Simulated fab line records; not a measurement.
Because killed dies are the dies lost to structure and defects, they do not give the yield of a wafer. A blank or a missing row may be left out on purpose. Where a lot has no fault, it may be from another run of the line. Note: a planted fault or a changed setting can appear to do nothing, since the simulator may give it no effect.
Struck lot and sound lot, side by side -- flow berkeley_cmos170 -- 18 steps out of a route of 331
Sound: wafers L522.1, L522.2, L522.3. Wafers struck: L537.2, L537.4, L537.6. At the end, the cause is stated.
For every step that has rows: the tool of each side, followed by ch and its chambers, followed by its first start. Under that, the readings that differ: sound wafers -- struck wafers -- difference of the means -- sigmas: that difference in standard deviations of wafers without a fault.
alike: readings whose means differ by less than 2 such deviations, and words and numbers that are the same on both sides. not compared: withheld readings, readings that some wafer has no value for, bounds like >300 that may hide the same value, and numbers for which the record gives no deviation and whose values overlap.
Wherever a step has rows on one side only, a row that says differs or no value, or a row with sigmas, the two part there. Numbers that don't overlap but have no deviation are shown without sigmas and don't part them. Lack of a reading on every wafer of one side parts them only where that side has two or more wafers.

first, 5 steps without rows for these wafers: UCB170_WELLDRIVE_ANNEAL_03 (time 900 s); UCB170_WELLDRIVE_WET_ETCH_04 (etches SiO2 in BOE, time 120 s); UCB170_ACTIVE_CLEAN_00 (cleans in SPM, time 600 s); UCB170_ACTIVE_CLEAN_01 (cleans in dHF, time 60 s); UCB170_ACTIVE_OXIDATION_02 (target thk 26.4 nm, ox time 1260 s).
UCB170_ACTIVE_THK_MEAS_03:
  sound on film_metro-02, day 4 15:47; struck on film_metro-03, day 7 20:50
  alike: ACTIVE_OXIDE_THK
then, 2 steps without rows for these wafers: UCB170_ACTIVE_ANNEAL_04 (time 900 s); UCB170_ACTIVE_CVD_05 (deposits Si3N4 from SiH2Cl2/NH3, target thk 220 nm, time 3300 s).
UCB170_ACTIVE_THK_MEAS_06:
  sound on film_metro-04, day 4 23:34; struck on film_metro-02, day 8 01:49
reading,sound,struck,difference,sigmas
ACTIVE_NITRIDE_THK (nm),222.5 222.4 221.6,216.1 216.2 215.1,-6.4,-3
then, 3 steps without rows for these wafers: UCB170_ACTIVE_HMDS_07 (prime time 60 s); UCB170_ACTIVE_COAT_08 (resist thk 900 nm); UCB170_ACTIVE_SOFTBAKE_09 (time 60 s).
UCB170_ACTIVE_EXPOSE_10: exposes mask ACTIVE, target cd 1200 nm.
  sound on krf_scanner-01 ch 0, day 5 00:05; struck on krf_scanner-02 ch 0, day 8 02:20
reading,sound,struck,difference,sigmas
exposure_dose_mJ_cm2,20.024 19.998 20.033,19.854 19.895 19.887,-0.140,-7
  alike: mask
then, 2 steps without rows for these wafers: UCB170_ACTIVE_PEB_11; UCB170_ACTIVE_DEVELOP_12 (develop time 45 s).
UCB170_ACTIVE_CD_MEAS_13: target cd 1200 nm.
  sound on cd_sem-02, day 5 00:28; struck on cd_sem-02, day 8 03:13
  alike: cd_nm
  not compared: hold
UCB170_ACTIVE_OVL_MEAS_14:
  sound on overlay-02, day 5 00:35; struck on overlay-02, day 8 05:27
reading,sound,struck,difference,sigmas
hold,- - -,await_dispo/2.1h/release await_dispo/2.1h/release await_dispo/2.1h/release,no value on the sound wafers,
  alike: ACTIVE_OVL
-- the record jumps here: 3 days lie between the struck wafers' starts before and after (it left off in module ACTIVE and takes up again in module M3, whose first step shown is number 331 of the route) --
UCB170_M3_PROBE_99:
  the record has rows for the struck wafers here (prober-01, day 11 13:22) and none for the sound ones

## WHERE THEY PART
Last at UCB170_M3_PROBE_99 as far as this record goes, first at UCB170_ACTIVE_THK_MEAS_06.

WHY: what had been put in by the simulator
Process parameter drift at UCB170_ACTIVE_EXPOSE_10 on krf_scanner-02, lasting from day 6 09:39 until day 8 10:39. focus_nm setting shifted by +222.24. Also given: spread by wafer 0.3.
